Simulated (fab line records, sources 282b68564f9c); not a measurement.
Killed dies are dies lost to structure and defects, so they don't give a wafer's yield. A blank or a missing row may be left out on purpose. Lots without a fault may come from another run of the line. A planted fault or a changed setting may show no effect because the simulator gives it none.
fab line records | flow rit_cmos
record lots=15 wafers=45 last_day=7
route steps=202 shown M1@196
lots that met no fault: from a run of the same line without faults
start_h: hours from the record's first day to the start of the lot's first wafer shown | wait_h: hours since the lot's step before | " the same as in the row above | L1.1+2: a row that stands for several wafers | - no value, or no start given | * or withheld: withheld | < > ~ a bound
route shown NAME@n: a module of which the file shows steps, and the number in the route of the first | usual: mean/standard deviation of fault-free wafers | same: alike in all rows | chamber/n: place in a boat | sites: the reading at each site | _std_site: their standard deviation | _edge_site: outer sites' mean less inner sites' | radius_mm: how far each site lies from the wafer's centre | mask NAME#n: copy n | behind: the tool/chamber that last shaped the wafer | hold: why the lot was held/for how many hours/how that ended | device: the transistor (n, p or np) that didn't switch | end of line: the same wafers' tests at the end of the route | a step without rows: its recipe alone | killed: dies lost to structure and defects at the first sort, not the wafer's yield | map: a wafer's dies, x killed, . not, _ none there
set.NAME: the setting as run; set.NAME@STEP: as run at that earlier step | model.NAME: the simulator's own value behind a step, which no gauge read
steps of the route over a sample of lots; a table a step, a row a wafer
services: from which hour (start_h, from the record's first day; less than 0 if before it) a tool's chamber was out of use, for how many hours, and why
## steps
# step RIT_M1_METAL_ETCH_12
# recipe stop_on=SiO2 chemistry=Cl2/BCl3 target=Al time_s=165 over_etch_frac=0.5 pressure_mtorr=100 target_depth_a=6000 rf_w=250 Cl2_flow_sccm=60 bcl3_flow_sccm=50
# usual bcl3_flow_sccm=49.98/0.14 drypump_motor_current_A=5.6/0.37 he_backside_leak_sccm=3.34/0.22 oes_product_au=0.776/0.012 throttle_valve_pct=8.29/0.14
# columns lot.wafer tool chamber start_h wait_h bcl3_flow_sccm drypump_motor_current_A he_backside_leak_sccm oes_product_au rf_hours_counter_h throttle_valve_pct
L482.1 rie_metal-03 0 59.74 0.2 49.99 6.2 3.42 0.762 1 8.34
L482.4 " 1 " " 49.93 5.2 3.17 0.759 - 8.17
L482.5 " 1 " " 50.03 5.2 3.11 0.758 - 8.18
L484.1 rie_metal-04 1 68.10 0.2 49.98 5.6 3.37 0.785 2 8.11
L484.2 " 1 " " 49.84 5.6 3.38 0.790 - 8.11
L484.4 " 1 " " 49.98 5.6 3.40 0.790 - 8.12
L485.2 rie_metal-03 1 71.29 0.2 50.13 5.2 3.18 0.757 1 8.18
L485.3 " 0 " " 49.80 6.2 3.59 0.772 - 8.35
L485.5 " 0 " " 50.10 6.2 3.58 0.770 - 8.34
L487.1 rie_metal-04 0 83.92 0.2 49.90 5.6 3.77 0.800 2 8.51
L487.4 " 0 " " 49.85 5.7 3.89 0.817 - 8.53
L487.5 " 1 " " 50.15 5.6 3.68 0.780 - 8.11
L488.1 rie_metal-03 0 87.95 0.2 50.21 6.2 3.37 0.768 1 8.34
L488.3 " 0 " " 49.93 6.2 3.53 0.785 - 8.33
L488.6 " 0 " " 50.23 6.2 3.38 0.776 - 8.33
L489.1 rie_metal-02 1 95.02 0.2 50.28 5.1 3.14 0.763 33 8.41
L489.5 " 1 " " 50.01 5.1 3.12 0.764 - 8.42
L489.6 " 0 " " 49.95 5.7 3.24 0.761 - 8.24
L490.2 rie_metal-04 0 99.27 0.2 50.07 5.7 3.61 0.795 3 8.53
L490.4 " 0 " " 50.08 5.6 3.54 0.796 - 8.54
L490.5 " 0 " " 50.16 5.7 3.55 0.800 - 8.52
L494.3 rie_metal-03 0 120.43 0.2 49.98 6.2 3.43 0.784 - 8.34
L494.5 " 0 " " 49.89 6.2 3.58 0.780 - 8.34
L494.6 " 1 " " 50.05 5.2 3.01 0.778 - 8.17
L495.2 rie_metal-02 1 125.37 0.2 50.20 5.1 3.21 0.771 34 8.41
L495.4 " 1 " " 49.89 5.1 3.09 0.769 - 8.42
L495.5 " 1 " " 50.34 5.1 3.24 0.778 - 8.41
L496.1 rie_metal-03 1 132.09 0.2 50.00 5.2 3.09 0.764 1 8.18
L496.5 " 1 " " 50.15 5.2 3.17 0.764 - 8.18
L496.6 " 0 " " 50.00 6.2 3.56 0.778 - 8.33
L499.3 rie_metal-03 1 145.66 0.2 49.97 5.2 3.16 0.766 - 8.20
L499.5 " 0 " " 50.06 6.2 3.53 0.773 - 8.34
L499.6 " 1 " " 50.06 5.2 3.23 0.777 - 8.17
L500.2 rie_metal-04 1 149.96 0.2 49.70 5.6 3.76 0.773 4 8.09
L500.3 " 0 " " 49.94 5.6 3.62 0.798 - 8.51
L500.5 " 0 " " 50.08 5.6 3.65 0.796 - 8.53
L502.1 rie_metal-02 1 159.73 0.2 49.96 5.1 3.15 0.780 0 8.40
L502.4 " 0 " " 49.97 5.7 3.09 0.781 - 8.26
L502.6 " 1 " " 49.99 5.1 3.12 0.783 - 8.43
L503.2 rie_metal-04 0 165.93 0.2 49.89 5.6 3.61 0.789 3 8.53
L503.5 " 0 " " 49.89 5.7 3.20 0.790 - 8.52
L503.6 " 1 " " 49.97 5.6 3.83 0.771 - 8.12
L505.4 rie_metal-02 0 172.88 0.1 49.81 5.7 3.15 0.780 - 8.24
L505.5 " 1 " " 49.96 5.1 3.15 0.785 - 8.44
L505.6 " 0 " " 49.76 5.7 3.17 0.780 - 8.25
# step RIT_M1_PROBE_99
# usual defect_limited_yield=97.5/1 killed_at_M0_to_M3=0.0/0.14 killed_at_contacts=0.1/0.34 killed_at_front_end=6.6/2.7 killed_dies=6.7/2.7 killed_open=3.5/1.9 killed_short=3.1/1.8 sort_bin_3_pad_short=0.1/0.2 sort_bin_5_function=1.5/0.74 sort_bin_6_memory=0.9/0.57 sort_n_pass=257.3/2.7 sort_yield_pct=97.5/1
# same gross_dies=264 killed_at_M4_up=0 killed_at_back_side=0 killed_at_other=0
# columns lot.wafer tool chamber start_h wait_h defect_limited_yield[%] killed_at_M0_to_M3 killed_at_contacts killed_at_front_end killed_dies killed_open killed_short sort_bin_3_pad_short[%] sort_bin_5_function[%] sort_bin_6_memory[%] sort_n_pass sort_yield_pct[%]
L482.1 prober-01 - 61.99 0.1 97.7 0 0 6 6 3 3 0 1.1 1.1 258.0 97.7
L482.4 prober-01 - 62.14 0.2 98.9 0 0 3 3 2 1 0 0.8 0.4 261.0 98.9
L482.5 prober-01 - 62.19 0.2 97.3 0 0 7 7 3 4 0.4 1.9 0.4 257.0 97.3
L485.2 prober-02 - 73.65 0.1 98.1 0 0 5 5 3 2 0 1.1 0.8 259.0 98.1
L485.3 prober-02 - 73.70 0.2 97.7 0 0 6 6 4 2 0 0.8 1.5 258.0 97.7
L485.5 prober-02 - 73.80 0.2 97.7 0 0 6 6 4 2 0 1.5 0.8 258.0 97.7
L494.3 prober-01 - 122.73 0.2 96.2 0 0 10 10 5 5 0.4 2.3 1.1 254.0 96.2
L494.5 prober-01 - 122.83 0.2 97.3 0 1 6 7 3 4 0.4 1.1 1.1 257.0 97.3
L494.6 prober-01 - 122.88 0.2 86.0 29 0 8 37 3 5 3.0 8.0 3.0 227.0 86.0
L496.1 prober-02 - 135.74 0.1 86.7 30 0 5 35 5 0 0.8 11.0 1.5 229.0 86.7
L496.5 prober-02 - 135.94 0.2 87.9 27 0 5 32 5 0 3.4 7.6 1.1 232.0 87.9
L496.6 prober-02 - 135.99 0.2 98.1 0 0 5 5 1 4 0 0.8 1.1 259.0 98.1
L499.3 prober-02 - 147.97 0.2 84.5 30 2 9 41 4 7 2.3 9.1 4.2 223.0 84.5
L499.5 prober-02 - 148.07 0.2 97.3 0 0 7 7 4 3 0.4 1.5 0.8 257.0 97.3
L499.6 prober-02 - 148.12 0.2 87.5 25 0 8 33 2 6 2.7 8.0 1.9 231.0 87.5
L500.2 prober-01 - 152.26 0.1 97.7 0 0 6 6 1 5 0.4 0.8 1.1 258.0 97.7
L500.3 prober-01 - 152.31 0.2 98.1 0 0 5 5 3 2 0 1.5 0.4 259.0 98.1
L500.5 prober-01 - 152.41 0.2 97.7 0 0 6 6 1 5 0 1.5 0.8 258.0 97.7
L502.1 prober-01 - 161.99 0.1 98.5 0 0 4 4 3 1 0 0.8 0.8 260.0 98.5
L502.4 prober-01 - 162.14 0.2 97.3 0 1 6 7 5 2 0 1.9 0.8 257.0 97.3
L502.6 prober-01 - 162.24 0.2 98.5 0 0 4 4 2 2 0 1.1 0.4 260.0 98.5
L503.2 prober-02 - 168.25 0.1 95.8 0 0 11 11 4 7 0 2.3 1.9 253.0 95.8
L503.5 prober-02 - 168.40 0.2 98.5 0 0 4 4 1 3 0 1.1 0.4 260.0 98.5
L503.6 prober-02 - 168.45 0.2 97.7 0 0 6 6 2 4 0 1.1 1.1 258.0 97.7
L505.4 prober-02 - 175.22 0.2 98.5 0 0 4 4 3 1 0 0.8 0.8 260.0 98.5
L505.5 prober-02 - 175.27 0.2 100.0 0 0 0 0 0 0 0 0 0 264.0 100.0
L505.6 prober-02 - 175.32 0.2 96.2 0 0 10 10 5 5 0.4 1.9 1.5 254.0 96.2
# killed by level:class
L482.1 GATE:geometric_particle:short=2 SPACER:geometric_particle:open=2 GATE:geometric_particle:open=1 SILICIDE:geometric_particle:short=1
L482.4 FOX2:geometric_particle:short=1 GATE:geometric_particle:open=1 SPACER:geometric_particle:open=1
L482.5 SPACER:geometric_particle:short=2 SILICIDE:geometric_particle:open=2 FOX2:geometric_particle:short=1 GATE:geometric_particle:short=1 SPACER:geometric_particle:open=1
L485.2 GATE:geometric_particle:open=2 FOX1:geometric_particle:open=1 GATE:geometric_particle:short=1 SILICIDE:geometric_particle:short=1
L485.3 GATE:geometric_particle:open=2 FOX1:geometric_particle:open=1 FOX1:geometric_particle:short=1 SILICIDE:geometric_particle:short=1 SILICIDE:geometric_particle:open=1
L485.5 GATE:geometric_particle:short=2 SILICIDE:geometric_particle:open=2 GATE:geometric_particle:open=1 REOX:geometric_particle:open=1
L494.3 GATE:geometric_particle:open=2 SPACER:geometric_particle:short=2 SPACER:geometric_particle:open=2 FOX1:geometric_particle:short=1 GATE:geometric_particle:short=1 REOX:geometric_particle:open=1 SILICIDE:geometric_particle:short=1
L494.5 SPACER:geometric_particle:open=2 FOX1:geometric_particle:open=1 FOX1:geometric_particle:short=1 FOX2:geometric_particle:short=1 SPACER:geometric_particle:short=1 CONTACT:geometric_particle:short=1
L494.6 M1:unspecified=29 GATE:geometric_particle:short=2 GATE:geometric_particle:open=2 ACTIVE:geometric_particle:open=1 FOX2:geometric_particle:short=1 REOX:geometric_particle:short=1 SPACER:geometric_particle:short=1
L496.1 M1:unspecified=30 GATE:geometric_particle:open=3 FOX1:geometric_particle:open=1 SILICIDE:geometric_particle:open=1
L496.5 M1:unspecified=27 REOX:geometric_particle:open=3 SPACER:geometric_particle:open=1 SILICIDE:geometric_particle:open=1
L496.6 GATE:geometric_particle:short=2 FOX1:geometric_particle:short=1 GATE:geometric_particle:open=1 REOX:geometric_particle:short=1
L499.3 M1:unspecified=30 GATE:geometric_particle:open=2 GATE:geometric_particle:short=2 CONTACT:geometric_particle:short=2 FOX1:geometric_particle:open=1 FOX1:geometric_particle:short=1 FOX2:geometric_particle:open=1 REOX:geometric_particle:short=1
L499.5 GATE:geometric_particle:open=3 FOX2:geometric_particle:short=1 GATE:geometric_particle:short=1 REOX:geometric_particle:short=1 SILICIDE:geometric_particle:open=1
L499.6 M1:unspecified=25 GATE:geometric_particle:short=3 GATE:geometric_particle:open=2 REOX:geometric_particle:short=2 FOX2:geometric_particle:short=1
L500.2 FOX1:geometric_particle:short=2 GATE:geometric_particle:short=2 FOX2:geometric_particle:open=1 REOX:geometric_particle:short=1
L500.3 GATE:geometric_particle:short=2 FOX2:geometric_particle:open=1 GATE:geometric_particle:open=1 REOX:geometric_particle:open=1
L500.5 REOX:geometric_particle:short=3 FOX2:geometric_particle:short=1 SPACER:geometric_particle:short=1 SILICIDE:geometric_particle:open=1
L502.1 SILICIDE:geometric_particle:open=2 GATE:geometric_particle:short=1 GATE:geometric_particle:open=1
L502.4 GATE:geometric_particle:open=2 REOX:geometric_particle:open=2 GATE:geometric_particle:short=1 SILICIDE:geometric_particle:short=1 CONTACT:geometric_particle:open=1
L502.6 GATE:geometric_particle:open=1 REOX:geometric_particle:short=1 SPACER:geometric_particle:open=1 SILICIDE:geometric_particle:short=1
L503.2 GATE:geometric_particle:short=2 GATE:geometric_particle:open=2 SPACER:geometric_particle:open=2 FOX1:geometric_particle:short=1 FOX2:geometric_particle:short=1 REOX:geometric_particle:short=1 SPACER:geometric_particle:short=1 SILICIDE:geometric_particle:short=1
L503.5 GATE:geometric_particle:short=2 FOX2:geometric_particle:short=1 GATE:geometric_particle:open=1
L503.6 GATE:geometric_particle:short=3 FOX2:geometric_particle:open=2 REOX:geometric_particle:short=1
L505.4 GATE:geometric_particle:open=2 FOX2:geometric_particle:open=1 GATE:geometric_particle:short=1
L505.6 GATE:geometric_particle:short=4 GATE:geometric_particle:open=3 FOX1:geometric_particle:open=1 SPACER:geometric_particle:short=1 SILICIDE:geometric_particle:open=1
## services
# columns tool chamber start_h hours kind
rie_metal-04 - 55.02 1.2 repair
rie_metal-04 0 59.78 19.7 repair
rie_metal-02 - 136.12 20.0 pm
rie_metal-02 0 136.12 20.0 vent_cycle
rie_metal-02 1 136.12 20.0 vent_cycle
rie_metal-02 0 156.12 - clean
rie_metal-02 1 156.12 - clean
rie_metal-04 - 163.67 0.2 repair
## key
first_sign step=RIT_M1_PROBE_99 reading=killed_at_M0_to_M3 direction=up sigmas=28 usual=0.0 struck=28.2
effect step=RIT_M1_PROBE_99 reading=defect_limited_yield direction=down sigmas=11 usual=97.5 struck=86.5
met_at RIT_M1_METAL_ETCH_12
struck_lots L494,L496,L499
struck_wafers L494.6,L496.1,L496.5,L499.3,L499.6
onset_between 71.29 120.43
fault kind=chamber_particle_source tool=rie_metal-03 chamber=1 onset_h=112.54 steps=RIT_M1_METAL_ETCH_12 rate_per_visit_cm2=0.73787 end_h=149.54
